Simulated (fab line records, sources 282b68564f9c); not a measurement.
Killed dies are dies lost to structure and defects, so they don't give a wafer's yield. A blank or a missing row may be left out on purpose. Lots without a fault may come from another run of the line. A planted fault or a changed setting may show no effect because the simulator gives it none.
Problem report in the 8D (eight disciplines) form, filled by code | flow rit_cmos | the parts of the form that need people (team, actions taken, sign-off) are left out

1. THE PROBLEM
CONTACT_TEOS_THK at RIT_CONTACT_THK_MEAS_01 reads a mean of 526 nm on 2 wafers of 1 lot; wafers without a fault read 400 nm with a standard deviation of 5.2. That is +24 standard deviations from the usual mean.
First seen on wafer L154.3, day 6 20:30, on film_metro-04. The record holds 39 wafers of 13 lots with a number at this step. Rule for "out", or "out of limits": more than 4 standard deviations from the usual mean. The other wafers with a number count as sound.

2. WHAT IT IS AND WHAT IT IS NOT
question                    | is               | is not
which readings at this step | CONTACT_TEOS_THK | -
which lots                  | L154             | L136, L137, L138, L139, L140, L141, L142, L143, L144, L150, L156, L158
which wafers of those lots  | L154.3, L154.5   | L154.1
read on which gauges        | film_metro-04    | film_metro-01, film_metro-02
when                        | from day 6 20:30 | up to then (31 sound wafers); but 6 sound wafers of L156, L158 came after

3. SUSPECTS, AND WHAT RULES EACH OUT
Counting: a tool at a process step up to the reading stays a suspect if it ran every lot that is out. Sound lots after the first of them don't rule it out here, since some wafers of a struck lot are sound.
- the gauge at RIT_CONTACT_THK_MEAS_01: kept. All the wafers that are out were read on film_metro-04, and no step on other tools shows them out.
- pecvd-02 at RIT_CONTACT_CVD_00 (deposits SiO2 from TEOS, target thk 400 nm, time 61 s): kept. It ran the lot that is out, L154 (day 6 20:27); its last sound lot up to then is L143 (day 4 12:49).
- Within pecvd-02 at RIT_CONTACT_CVD_00: the wafers that are out ran in chamber 0; their sound lot-mates ran in chamber 1.
Left after counting: pecvd-02 at RIT_CONTACT_CVD_00, film_metro-04 at RIT_CONTACT_THK_MEAS_01.

4. THE CAUSE (what the simulator had put in)
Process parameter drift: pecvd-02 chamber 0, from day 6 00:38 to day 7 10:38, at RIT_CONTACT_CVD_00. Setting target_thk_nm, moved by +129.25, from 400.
Counting left 2 suspects, and this tool is among them.

5. THE CHAIN OF EFFECTS, in route order
Each row: a reading whose mean over the struck wafers that have a number lies more than 3 standard deviations from the usual. Only readings for which the record gives a usual standard deviation are gone through. hours: the time from each lot's start at the first step in this table that gives one to its start at this step, as a median over the lots. sigmas: the change in usual standard deviations.
hours | step                    | reading          | usual  | on struck wafers | change | sigmas
0     | RIT_CONTACT_THK_MEAS_01 | CONTACT_TEOS_THK | 400 nm | 526              | +126   | +24

6. WHAT WOULD HAVE CAUGHT IT SOONER
In this record the first reading out of limits at a measuring or inspecting step was taken at day 6 20:30, 20 hours after the fault began at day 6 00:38.
Of the tool readings at RIT_CONTACT_CVD_00 for which the record gives a usual standard deviation, none was out on any struck wafer, so an alarm limit of 4 standard deviations on them would not have fired.
All the lots that are out (1) had begun RIT_CONTACT_CVD_00 on pecvd-02 by day 6 20:30. A hold on the tool at that time would have spared none of them.
